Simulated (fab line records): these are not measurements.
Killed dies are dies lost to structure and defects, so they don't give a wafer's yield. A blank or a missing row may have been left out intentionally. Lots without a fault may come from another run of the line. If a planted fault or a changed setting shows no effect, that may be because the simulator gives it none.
Struck lot and sound lot, side by side	flow ritCmos	28 steps out of a route of 202
Sound: these wafers, L732.1, L732.2, L732.4. The struck wafers were L746.1, L746.2, L746.4. At the end, the cause is stated.
Order at every step that has rows: each side's tool, ch and its chambers, its first start. Under that, the readings that differ: sound wafers	struck wafers	difference of the means	sigmas: that difference in standard deviations of wafers without a fault.
alike: readings with means less than 2 such deviations apart, plus words and numbers identical on both sides. not compared: withheld readings, readings lacking a value on some wafer, bounds such as >300 that could conceal the same value, and numbers that have no deviation in the record and whose values overlap.
Wherever a step has rows on one side only, a row that says differs or no value, or a row with sigmas, the two part there. When numbers do not overlap yet have no deviation, they are printed without sigmas and do not part them. Lack of a reading on every wafer of one side parts them only where that side has two or more wafers.

RIT_ACTIVE_BOW_MEAS_00:
  sound: filmMetro-02 at day 1 20:00; struck: filmMetro-03 at day 4 18:00
  alike: INCOMING_BOW
RIT_ACTIVE_OXIDATION_01: target thk 46.8 nm, ox time 3360 s.
  sound on furnace-04 ch 0, day 1 20:07; struck on furnace-04 ch 0, day 4 19:29
reading	sound	struck	difference	sigmas
model.SiO2_of_ACTIVE_OXIDATION_01.thkNm (nm)	45.91 45.52 45.06	39.65 38.57 38.07	-6.73	
  alike: spikeTcLoadC
RIT_ACTIVE_THK_MEAS_02:
  sound: filmMetro-02 at day 1 22:03; struck: filmMetro-03 at day 4 21:25
reading	sound	struck	difference	sigmas
ACTIVE_OXIDE_THK (nm)	45.9 45.5 45.1	39.7 38.6 38.1	-6.7	-9
then, 1 step without rows for these wafers: RIT_ACTIVE_CVD_03 (deposits Si3N4 from SiH2Cl2/NH3, target thk 150 nm, time 1500 s).
RIT_ACTIVE_THK_MEAS_04:
  sound: filmMetro-01 at day 1 23:32; struck: filmMetro-03 at day 4 23:35
  alike: ACTIVE_NITRIDE_THK
then, 6 steps without rows for these wafers: RIT_ACTIVE_HMDS_05 (prime time 60 s); RIT_ACTIVE_COAT_06 (resist thk 1000 nm); RIT_ACTIVE_SOFTBAKE_07 (time 60 s); RIT_ACTIVE_EXPOSE_08 (exposes mask M1, target cd 1400 nm); RIT_ACTIVE_PEB_09; RIT_ACTIVE_DEVELOP_10 (develop time 50 s).
RIT_ACTIVE_CD_MEAS_11 targets a cd of 1400 nm.
  sound: cdSem-01 at day 2 00:39; struck: cdSem-01 at day 5 00:38
  alike: cdNm
then, 1 step without rows for these wafers: RIT_ACTIVE_HARDBAKE_12 (time 60 s).
RIT_ACTIVE_ETCH_13: etches Si3N4 in SF6, stops on SiO2, time 210 s, target depth 210 nm.
  sound on rieDiel-01 ch 0,1,3, day 2 01:01; struck on rieDiel-01 ch 1,2,3, day 5 00:54
  alike: drypumpMotorCurrentA, oesProductAu, throttleValvePct
  not compared: rfHoursCounterH
RIT_ACTIVE_STRIP_14: strips in O2, time 180 s.
  sound on plasmaAsher-03 ch 0,1, day 2 01:09; struck on plasmaAsher-01 ch 0,1, day 5 01:02
  alike: drypumpMotorCurrentA
  not compared: rfHoursCounterH
RIT_ACTIVE_CD_MEAS_90 targets a cd of 1400 nm.
  sound: cdSem-02 at day 2 01:20; struck: cdSem-02 at day 5 01:13
  alike: cdNm
then, 4 steps without rows for these wafers: RIT_ACTIVE_CLEAN_15 (cleans in SC1, time 600 s); RIT_ACTIVE_CLEAN_16 (cleans in dHF, time 30 s); RIT_ACTIVE_CLEAN_17 (cleans in SC2, time 600 s); RIT_FOX1_OXIDATION_00 (target thk 350.7 nm, ox time 1130 s).
RIT_FOX1_THK_MEAS_01:
  sound: filmMetro-02 at day 2 04:22; struck: filmMetro-03 at day 5 03:35
  alike: FOX1_OXIDE_THK
then, 2 steps without rows for these wafers: RIT_FOX1_WET_ETCH_02 (etches SiO2 in BOE, target depth 350 nm, time 390 s); RIT_FOX2_OXIDATION_00 (target thk 350.7 nm, ox time 1130 s).
RIT_FOX2_THK_MEAS_01:
  sound: filmMetro-01 at day 2 05:52; struck: filmMetro-04 at day 5 05:09
  alike: FOX2_OXIDE_THK
then, 1 step without rows for these wafers: RIT_FOX2_CLEAN_02 (cleans in dHF, time 180 s).
RIT_FOX2_WET_ETCH_03: etches Si3N4 in H3PO4, target depth 195 nm, time 2700 s.
  sound on wetBench-01 ch 2, day 2 06:00; struck on wetBench-01 ch 2, day 5 05:16
reading	sound	struck	difference	sigmas
model.SiO2_of_ACTIVE_OXIDATION_01.thkNm (nm)	39.37 40.59 39.45	35.29 33.63 32.34	-6.05	
  alike: tempC
RIT_FOX2_THK_MEAS_90:
  sound: filmMetro-04 at day 2 06:49; struck: filmMetro-01 at day 5 06:06
  alike: FIELD_OXIDE_LEFT_1_THK
RIT_M1_PROBE_99:
  the record has rows for the struck wafers here (prober-02, day 6 22:01) and none for the sound ones

== WHERE THEY PART ==
At RIT_ACTIVE_THK_MEAS_02 first; at RIT_M1_PROBE_99 last (within this record only).

WHY: what the simulator had put in
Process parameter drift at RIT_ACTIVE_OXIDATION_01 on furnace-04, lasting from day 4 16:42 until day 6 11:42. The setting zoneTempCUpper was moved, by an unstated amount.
